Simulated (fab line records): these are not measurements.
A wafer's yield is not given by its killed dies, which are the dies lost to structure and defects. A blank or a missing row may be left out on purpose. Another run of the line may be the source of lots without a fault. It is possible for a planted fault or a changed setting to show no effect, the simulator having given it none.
Comparing a struck lot with a sound one | flow berkeleyCmos170 | 20 steps out of a route of 331
Sound: the wafers L426.2, L426.3, L426.6. Wafers struck: L424.2, L424.3, L424.6. At the end, the cause is stated.
For every step that has rows: the tool of each side, followed by ch and its chambers, followed by its first start. Under that, the readings that differ: sound wafers | struck wafers | difference of the means | sigmas: that difference in standard deviations of wafers without a fault.
alike: readings with means less than 2 such deviations apart, plus words and numbers identical on both sides. not compared: withheld readings, readings lacking a value on some wafer, bounds such as >300 that could conceal the same value, and numbers that have no deviation in the record and whose values overlap.
The two part at a step that has a row with sigmas, a row that says differs or no value, or rows on one side only. Numbers that don't overlap but have no deviation are shown without sigmas and don't part them. A reading that every wafer of one side lacks parts them only if that side has two wafers or more.

UCB170_PVT_TW_MEAS_09:
  sound on filmMetro-01, day 9 22:54; struck on filmMetro-02, day 9 03:15
  alike: PVT_TW
then, 1 step without rows for these wafers: UCB170_GATE_WET_ETCH_00 (etches SiO2 in dHF, time 200 s).
UCB170_FIELD_THK_MEAS_91:
  sound on filmMetro-01, day 9 23:02; struck on filmMetro-01, day 9 03:23
  alike: FIELD_OXIDE_LEFT_2_THK
then, 1 step without rows for these wafers: UCB170_GATE_OXIDATION_01 (target thk 6.6 nm, ox time 1800 s).
UCB170_GATE_THK_MEAS_02:
  sound on filmMetro-01, day 10 05:21; struck on filmMetro-02, day 9 10:24
  alike: GATE_OXIDE_THK
then, 2 steps without rows for these wafers: UCB170_GATE_ANNEAL_03 (time 1800 s); UCB170_GATE_CVD_04 (deposits poly-Si from SiH4, time 1440 s, target thk 214 nm).
UCB170_GATE_THK_MEAS_05:
  sound on filmMetro-01, day 10 13:56; struck on filmMetro-01, day 9 18:14
  alike: GATE_POLY_THK
then, 4 steps without rows for these wafers: UCB170_GATE_COAT_06; UCB170_GATE_COAT_07 (resist thk 900 nm); UCB170_GATE_SOFTBAKE_08 (time 60 s); UCB170_GATE_EXPOSE_09 (exposes mask POLY, target cd 350 nm).
UCB170_GATE_PEB_10:
  sound on lithoTrack-04 ch 0, day 10 14:56; struck on lithoTrack-03 ch 0, day 9 19:40
reading               | sound                | struck               | difference | sigmas
heaterPowerTotalW (W) | 56.85 56.80 56.74    | 57.61 57.49 57.60    | +0.77      | +18
plateTempC (C)        | 129.84 129.94 130.11 | 131.29 131.24 131.07 | +1.24      | +9
then, 1 step without rows for these wafers: UCB170_GATE_DEVELOP_11 (develop time 45 s).
UCB170_GATE_CD_MEAS_12: the cd target is 350 nm.
  sound on cdSem-01, day 10 15:13; struck on cdSem-02, day 9 19:56
reading   | sound             | struck            | difference | sigmas
cdNm (nm) | 352.5 351.6 351.1 | 346.3 347.2 346.0 | -5.2       | -4
  not compared: hold
UCB170_GATE_OVL_MEAS_13:
  sound on overlay-02, day 10 15:19; struck on overlay-02, day 9 20:03
  alike: GATE_OVL
  not compared: hold
UCB170_GATE_ETCH_14: etches BARC in N2/H2.
  sound on rieDiel-01 ch 0,2,3, day 10 15:21; struck on rieDiel-01 ch 0,2, day 9 20:05
  alike: drypumpMotorCurrentA, oesProductAu, throttleValvePct
UCB170_GATE_ETCH_15: etches poly-Si in HBr/Cl2, stops on SiO2, time 56.3 s, target depth 278.2 nm.
  sound on rieSi-01 ch 0,2, day 10 15:23; struck on rieSi-02 ch 0,2,3, day 9 20:07
reading              | sound           | struck          | difference | sigmas
model.GATE.cdNm (nm) | 352.6 352 351.3 | 346 347.5 345.8 | -6         | 
  alike: drypumpMotorCurrentA, heBacksideLeakSccm, oesProductAu, throttleValvePct
  not compared: rfHoursCounterH
UCB170_GATE_STRIP_16: strips in O2.
  sound on plasmaAsher-03 ch 0,1, day 10 15:26; struck on plasmaAsher-01 ch 0,1, day 9 20:10
  alike: drypumpMotorCurrentA, oesProductAu
  not compared: rfHoursCounterH
UCB170_M3_PROBE_99:
  sound wafers here have rows in the record (prober-01, day 12 04:08); struck ones have none

## WHERE THEY PART
Earliest at UCB170_GATE_PEB_10; latest, in this record, at UCB170_M3_PROBE_99.

WHY: what had been put in by the simulator
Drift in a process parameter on lithoTrack-03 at UCB170_GATE_PEB_10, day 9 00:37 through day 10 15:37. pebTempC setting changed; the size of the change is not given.
